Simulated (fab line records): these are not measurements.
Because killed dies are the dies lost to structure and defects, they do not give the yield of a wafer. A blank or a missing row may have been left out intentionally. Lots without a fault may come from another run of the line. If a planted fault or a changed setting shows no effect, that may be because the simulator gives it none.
fab line records	flow berkeley-cmos170
record: lots: 13	wafers: 39	last-day: 14
route steps=331 shown PSD@184 NSD@196 SILICIDE@212 CONTACT@218
lots that met no fault: taken from a fault-free run of the same line
start-h: hours from the record's opening day to when the first of the lot's shown wafers began	wait-h: hours since the lot's step before	" identical to the entry in the row above	L1.1+2: several wafers, shown together as one row	- no value, or no start given	* or withheld: withheld	< > ~ a bound
route shown NAME@n: NAME is a module with steps in the file, n the number in the route of the first one	usual: mean/standard deviation of fault-free wafers	same: alike in all rows	chamber/n: place in a boat	sites: each site's reading	_std_site: how widely they spread, as a standard deviation	_edge_site: inner sites' mean taken away from outer sites' mean	radius-mm: how far each site lies from the wafer's centre	mask NAME#n: copy n	behind: the most recent tool/chamber to have shaped the wafer	hold: why the lot went on hold/how many hours it stayed there/how the hold came to an end	device: names the non-switching transistor (n, p or np)	end of line: the tests these same wafers got at the end of their route	step lacking rows: just its recipe	killed: the dies lost at the first sort to structure and to defects; this is not the yield of the wafer	map: a wafer's dies, x killed, . not, _ none there
set.NAME: the setting that was run; set.NAME@STEP: the one run at that earlier step	model.NAME: the simulator's own value behind a step, which no gauge read
steps of the route over a sample of lots; a table a step, a row a wafer
services: the hour from which a tool's chamber was out of use, counted from the record's first day as start-h (under 0 if before that day), plus the number of hours and why
== steps ==
step: UCB170_PSD_STRIP_09
recipe: chemistry: O2	power-w: 400	pressure-mtorr: 3500	platen-temp-c: withheld	o2-flow-sccm: 400	overash-fraction: 0.5
usual: drypump-motor-current-A: 5.6/0.52	oes-product-au: 0.600/0.0046	strip-time-to-endpoint-s: 29.40/0.075
lot.wafer	tool	chamber	start-h	wait-h	drypump-motor-current-A	oes-product-au	rf-hours-counter-h	strip-time-to-endpoint-s
L760.1	plasma-asher-04	1	155.96	0.1	6.3	0.603	41	29.34
L760.3	"	0	"	"	5.4	0.599	-	29.35
L760.5	"	1	"	"	6.3	0.602	-	29.37
L761.2	plasma-asher-03	1	172.81	0.1	5.3	0.601	47	29.26
L761.3	"	1	"	"	5.3	0.601	-	29.36
L761.5	"	1	"	"	5.3	0.598	-	29.31
L762.1	plasma-asher-02	1	173.06	0.1	5.2	0.595	38	29.42
L762.2	"	0	"	"	5.3	0.598	38	29.40
L762.4	"	0	"	"	5.3	0.598	-	29.45
L766.1	plasma-asher-03	1	191.94	0.1	5.3	0.603	49	29.39
L766.2	"	0	"	"	6.5	0.609	49	29.47
L766.6	"	0	"	"	6.5	0.600	-	29.47
L764.1	plasma-asher-02	0	192.22	0.1	5.3	0.595	41	29.52
L764.2	"	1	"	"	5.2	0.604	41	29.48
L764.5	"	1	"	"	5.2	0.595	-	29.49
L767.2	plasma-asher-02	1	202.16	0.1	5.2	0.604	42	29.28
L767.3	"	1	"	"	5.2	0.597	-	29.28
L767.6	"	0	"	"	5.3	0.608	-	29.32
L768.1	plasma-asher-03	1	202.44	0.1	5.3	0.597	51	29.51
L768.5	"	0	"	"	6.4	0.600	-	29.51
L768.6	"	1	"	"	5.3	0.591	-	29.54
L771.1	plasma-asher-03	1	224.08	0.1	5.3	0.600	54	29.49
L771.4	"	1	"	"	5.3	0.600	-	29.51
L771.6	"	1	"	"	5.3	0.601	-	29.45
L776.4	plasma-asher-02	0	257.04	0.1	5.3	0.601	-	29.33
L776.5	"	1	"	"	5.2	0.602	-	29.38
L776.6	"	0	"	"	5.3	0.593	-	29.40
L775.2	plasma-asher-02	0	257.28	0.1	5.4	0.436	49	-
L775.3	"	0	"	"	5.3	0.431	-	-
L775.6	"	0	"	"	5.4	0.429	-	-
L780.1	plasma-asher-03	1	277.54	0.1	5.3	0.595	61	29.41
L780.3	"	0	"	"	6.5	0.600	-	29.44
L780.4	"	1	"	"	5.3	0.603	-	29.49
L783.2	plasma-asher-04	0	300.79	0.1	5.4	0.602	45	29.36
L783.4	"	1	"	"	6.3	0.607	-	29.41
L783.6	"	1	"	"	6.3	0.598	-	29.36
L782.3	plasma-asher-03	1	301.06	0.1	5.3	0.597	-	29.27
L782.5	"	1	"	"	5.3	0.601	-	29.30
L782.6	"	0	"	"	6.4	0.604	-	29.30
step: UCB170_NSD_STRIP_09
recipe: chemistry: O2	power-w: 400	pressure-mtorr: 3500	platen-temp-c: withheld	o2-flow-sccm: 400	overash-fraction: 0.5
usual: drypump-motor-current-A: 5.4/0.3	oes-product-au: 0.534/0.0041	strip-time-to-endpoint-s: 35.80/0.073
lot.wafer	tool	chamber	start-h	wait-h	drypump-motor-current-A	oes-product-au	rf-hours-counter-h	strip-time-to-endpoint-s
L760.1	plasma-asher-02	0	157.76	0.1	5.4	0.529	36	35.79
L760.3	"	0	"	"	5.4	0.533	-	35.84
L760.5	"	0	"	"	5.3	0.539	-	35.83
L761.2	plasma-asher-02	0	175.06	0.1	5.3	0.530	38	35.59
L761.3	"	0	"	"	5.3	0.536	-	35.75
L761.5	"	1	"	"	5.2	0.536	-	35.67
L762.1	plasma-asher-01	0	175.26	0.1	5.1	0.527	6	35.73
L762.2	"	1	"	"	5.7	0.534	6	35.76
L762.4	"	1	"	"	5.7	0.535	-	35.72
L766.1	plasma-asher-02	0	193.55	0.1	5.3	0.534	41	35.89
L766.2	"	1	"	"	5.2	0.539	41	35.86
L766.6	"	1	"	"	5.2	0.536	-	35.74
L764.1	plasma-asher-01	0	193.80	0.1	5.2	0.525	9	35.88
L764.2	"	1	"	"	5.7	0.535	9	35.89
L764.5	"	0	"	"	5.2	0.536	-	35.83
L767.2	plasma-asher-01	1	204.13	0.1	5.7	0.539	10	35.81
L767.3	"	0	"	"	5.2	0.531	-	35.75
L767.6	"	0	"	"	5.1	0.536	-	35.74
L768.1	plasma-asher-02	0	204.29	0.1	5.3	0.530	43	35.85
L768.5	"	1	"	"	5.2	0.533	-	35.78
L768.6	"	0	"	"	5.3	0.540	-	35.81
L771.1	plasma-asher-02	0	226.53	0.1	5.3	0.536	46	35.85
L771.4	"	1	"	"	5.2	0.535	-	35.79
L771.6	"	1	"	"	5.2	0.532	-	35.78
L776.4	plasma-asher-01	0	261.78	0.1	5.1	0.530	-	35.71
L776.5	"	1	"	"	5.7	0.533	-	35.74
L776.6	"	0	"	"	5.1	0.538	-	35.83
L775.2	plasma-asher-02	0	261.98	0.1	5.3	0.603	50	56.14
L775.3	"	1	"	"	5.2	0.612	-	56.16
L775.6	"	0	"	"	5.3	0.605	-	56.24
L780.1	plasma-asher-01	1	279.02	0.1	5.7	0.535	19	35.76
L780.3	"	0	"	"	5.1	0.533	-	35.68
L780.4	"	1	"	"	5.7	0.530	-	35.74
L783.2	plasma-asher-01	0	302.40	0.1	5.1	0.535	22	35.75
L783.4	"	1	"	"	5.7	0.545	-	35.78
L783.6	"	1	"	"	5.7	0.538	-	35.67
L782.3	plasma-asher-04	1	302.71	0.1	6.3	0.543	-	35.73
L782.5	"	0	"	"	5.4	0.536	-	35.68
L782.6	"	1	"	"	6.3	0.528	-	35.72
step: UCB170_NSD_TW_MEAS_10
usual: NSD_TW: 4162/32
lot.wafer	tool	chamber	start-h	wait-h	NSD_TW
L760.1	film-metro-02	-	157.86	0.1	4133
L760.3	"	-	"	"	4133
L760.5	"	-	"	"	4126
L761.2	film-metro-04	-	175.17	0.1	4176
L761.3	"	-	"	"	4191
L761.5	"	-	"	"	4176
L762.1	film-metro-02	-	175.36	0.1	4156
L762.2	"	-	"	"	4149
L762.4	"	-	"	"	4139
L766.1	film-metro-01	-	193.65	0.1	4178
L766.2	"	-	"	"	4155
L766.6	"	-	"	"	4167
L764.1	film-metro-02	-	193.90	0.1	4125
L764.2	"	-	"	"	4118
L764.5	"	-	"	"	4121
L767.2	film-metro-02	-	204.24	0.1	4109
L767.3	"	-	"	"	4141
L767.6	"	-	"	"	4141
L768.1	film-metro-04	-	204.39	0.1	4177
L768.5	"	-	"	"	4156
L768.6	"	-	"	"	4180
L771.1	film-metro-04	-	226.63	0.1	4183
L771.4	"	-	"	"	4179
L771.6	"	-	"	"	4188
L776.4	film-metro-01	-	261.87	0.1	4213
L776.5	"	-	"	"	4215
L776.6	"	-	"	"	4212
L775.2	film-metro-04	-	262.09	0.1	30
L775.3	"	-	"	"	30
L775.6	"	-	"	"	30
L780.1	film-metro-04	-	279.12	0.1	4176
L780.3	"	-	"	"	4192
L780.4	"	-	"	"	4190
L783.2	film-metro-04	-	302.51	0.1	4205
L783.4	"	-	"	"	4214
L783.6	"	-	"	"	4203
L782.3	film-metro-02	-	302.79	0.1	4139
L782.5	"	-	"	"	4153
L782.6	"	-	"	"	4113
step: UCB170_SDANNEAL_RS_MEAS_02
recipe: thk-meas-gauge: four-point-probe
usual: PSD_RS: 75.62/0.27
lot.wafer	tool	chamber	start-h	wait-h	PSD_RS[ohm/sq]
L760.1	film-metro-04	-	160.97	0.1	75.32
L760.3	"	-	"	"	75.32
L760.5	"	-	"	"	75.22
L762.1	film-metro-02	-	176.69	0.0	75.65
L762.2	"	-	"	"	75.74
L762.4	"	-	"	"	75.53
L761.2	film-metro-01	-	176.71	0.1	75.42
L761.3	"	-	"	"	75.86
L761.5	"	-	"	"	75.57
L766.1	film-metro-02	-	194.91	0.0	75.73
L766.2	"	-	"	"	75.70
L766.6	"	-	"	"	75.85
L764.1	film-metro-04	-	195.29	0.0	74.98
L764.2	"	-	"	"	75.03
L764.5	"	-	"	"	75.24
L767.2	film-metro-04	-	205.35	0.1	75.31
L767.3	"	-	"	"	75.78
L767.6	"	-	"	"	75.56
L768.1	film-metro-01	-	205.62	0.0	75.08
L768.5	"	-	"	"	75.31
L768.6	"	-	"	"	75.49
L771.1	film-metro-02	-	227.89	0.0	76.25
L771.4	"	-	"	"	75.69
L771.6	"	-	"	"	75.41
L776.4	film-metro-02	-	263.00	0.1	75.96
L776.5	"	-	"	"	75.89
L776.6	"	-	"	"	75.73
L775.2	film-metro-04	-	263.51	0.1	76.02
L775.3	"	-	"	"	75.94
L775.6	"	-	"	"	75.62
L780.1	film-metro-01	-	280.21	0.0	75.77
L780.3	"	-	"	"	75.65
L780.4	"	-	"	"	75.32
L783.2	film-metro-04	-	303.67	0.1	76.04
L783.4	"	-	"	"	76.08
L783.6	"	-	"	"	75.90
L782.3	film-metro-02	-	303.93	0.1	75.80
L782.5	"	-	"	"	75.64
L782.6	"	-	"	"	75.60
step: UCB170_SILICIDE_RS_MEAS_02
recipe: thk-meas-gauge: four-point-probe	reads: Ti_of_SILICIDE_SPUTTER_01
usual: SILICIDE_TI_RS: 26.50/0.29
lot.wafer	tool	chamber	start-h	wait-h	SILICIDE_TI_RS[ohm/sq]
L760.1	film-metro-04	-	161.55	0.0	26.86
L760.3	"	-	"	"	26.48
L760.5	"	-	"	"	26.61
L762.1	film-metro-04	-	177.26	0.0	26.85
L762.2	"	-	"	"	26.85
L762.4	"	-	"	"	26.86
L761.2	film-metro-03	-	177.28	0.0	26.01
L761.3	"	-	"	"	26.14
L761.5	"	-	"	"	25.84
L766.1	film-metro-03	-	195.49	0.0	26.38
L766.2	"	-	"	"	26.32
L766.6	"	-	"	"	26.84
L764.1	film-metro-03	-	195.86	0.0	25.86
L764.2	"	-	"	"	25.85
L764.5	"	-	"	"	25.95
L767.2	film-metro-02	-	205.93	0.0	26.45
L767.3	"	-	"	"	26.22
L767.6	"	-	"	"	25.99
L768.1	film-metro-03	-	206.20	0.0	26.47
L768.5	"	-	"	"	26.80
L768.6	"	-	"	"	26.26
L771.1	film-metro-03	-	228.47	0.0	26.75
L771.4	"	-	"	"	26.48
L771.6	"	-	"	"	27.16
L776.4	film-metro-02	-	263.58	0.1	26.52
L776.5	"	-	"	"	26.77
L776.6	"	-	"	"	26.92
L775.2	film-metro-02	-	264.08	0.0	26.88
L775.3	"	-	"	"	26.67
L775.6	"	-	"	"	26.84
L780.1	film-metro-03	-	280.80	0.0	26.59
L780.3	"	-	"	"	26.36
L780.4	"	-	"	"	26.34
L783.2	film-metro-04	-	304.24	0.0	26.78
L783.4	"	-	"	"	26.85
L783.6	"	-	"	"	27.01
L782.3	film-metro-03	-	304.51	0.1	26.16
L782.5	"	-	"	"	26.20
L782.6	"	-	"	"	26.29
step: UCB170_CONTACT_THK_MEAS_02
recipe: reads: PSG_of_CONTACT_CVD_01
usual: CONTACT_PSG_THK: 700/7.3
lot.wafer	tool	chamber	start-h	wait-h	CONTACT_PSG_THK[nm]
L760.1	film-metro-01	-	165.09	0.0	694
L760.3	"	-	"	"	692
L760.5	"	-	"	"	693
L762.1	film-metro-04	-	179.55	0.0	686
L762.2	"	-	"	"	689
L762.4	"	-	"	"	679
L761.2	film-metro-01	-	179.56	0.0	716
L761.3	"	-	"	"	717
L761.5	"	-	"	"	715
L766.1	film-metro-04	-	197.72	0.0	703
L766.2	"	-	"	"	699
L766.6	"	-	"	"	704
L764.1	film-metro-04	-	199.05	0.0	697
L764.2	"	-	"	"	693
L764.5	"	-	"	"	700
L767.2	film-metro-01	-	208.27	0.0	700
L767.3	"	-	"	"	705
L767.6	"	-	"	"	699
L768.1	film-metro-04	-	208.46	0.0	705
L768.5	"	-	"	"	698
L768.6	"	-	"	"	704
L771.1	film-metro-01	-	231.20	0.0	697
L771.4	"	-	"	"	707
L771.6	"	-	"	"	706
L775.2	film-metro-03	-	266.85	0.0	703
L775.3	"	-	"	"	699
L775.6	"	-	"	"	706
L776.4	film-metro-04	-	266.87	0.0	703
L776.5	"	-	"	"	704
L776.6	"	-	"	"	705
L780.1	film-metro-01	-	284.73	0.0	688
L780.3	"	-	"	"	691
L780.4	"	-	"	"	686
L783.2	film-metro-03	-	306.47	0.0	688
L783.4	"	-	"	"	693
L783.6	"	-	"	"	692
L782.3	film-metro-03	-	307.17	0.0	705
L782.5	"	-	"	"	703
L782.6	"	-	"	"	706
== services ==
tool	chamber	start-h	hours	kind
plasma-asher-01	-	137.98	2.1	repair
plasma-asher-04	-	159.85	109.0	repair
plasma-asher-03	-	177.36	1.8	repair
plasma-asher-04	-	257.16	0.5	repair
plasma-asher-03	-	258.62	0.9	repair
== key ==
first-sign: step: UCB170_PSD_STRIP_09	reading: oes-product-au	direction: down	sigmas: 36	usual: 0.600	struck: 0.432
effect: step: UCB170_NSD_STRIP_09	reading: strip-time-to-endpoint-s	direction: up	sigmas: 99+	usual: *	struck: *
effect: step: UCB170_NSD_TW_MEAS_10	reading: NSD_TW	direction: down	sigmas: 99+	usual: 4162	struck: 30
met-at UCB170_PSD_STRIP_09
struck-lots L775
sort-left-out L775.2,L775.3,L775.6
tester-left-out L775
not-acting-at UCB170_SDANNEAL_RS_MEAS_02,UCB170_SILICIDE_RS_MEAS_02,UCB170_CONTACT_THK_MEAS_02
onset-between 257.04 257.28
fault: kind: strip-aborted	tool: plasma-asher-02	chamber: -	onset-h: 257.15	steps: UCB170_PSD_STRIP_09	offset: 0.85	end-h: 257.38
tester-left-out: of these lots the tester's yield and bins aren't shown, on N5 and GAA mostly nor the transistor test; their killed dies are dies lost to structure and defects alone, not to doping, threshold or leakage, so they don't give the yield
sort-left-out: the simulated sort isn't trusted on such a fault, so these wafers' sort isn't shown, and their yield isn't known
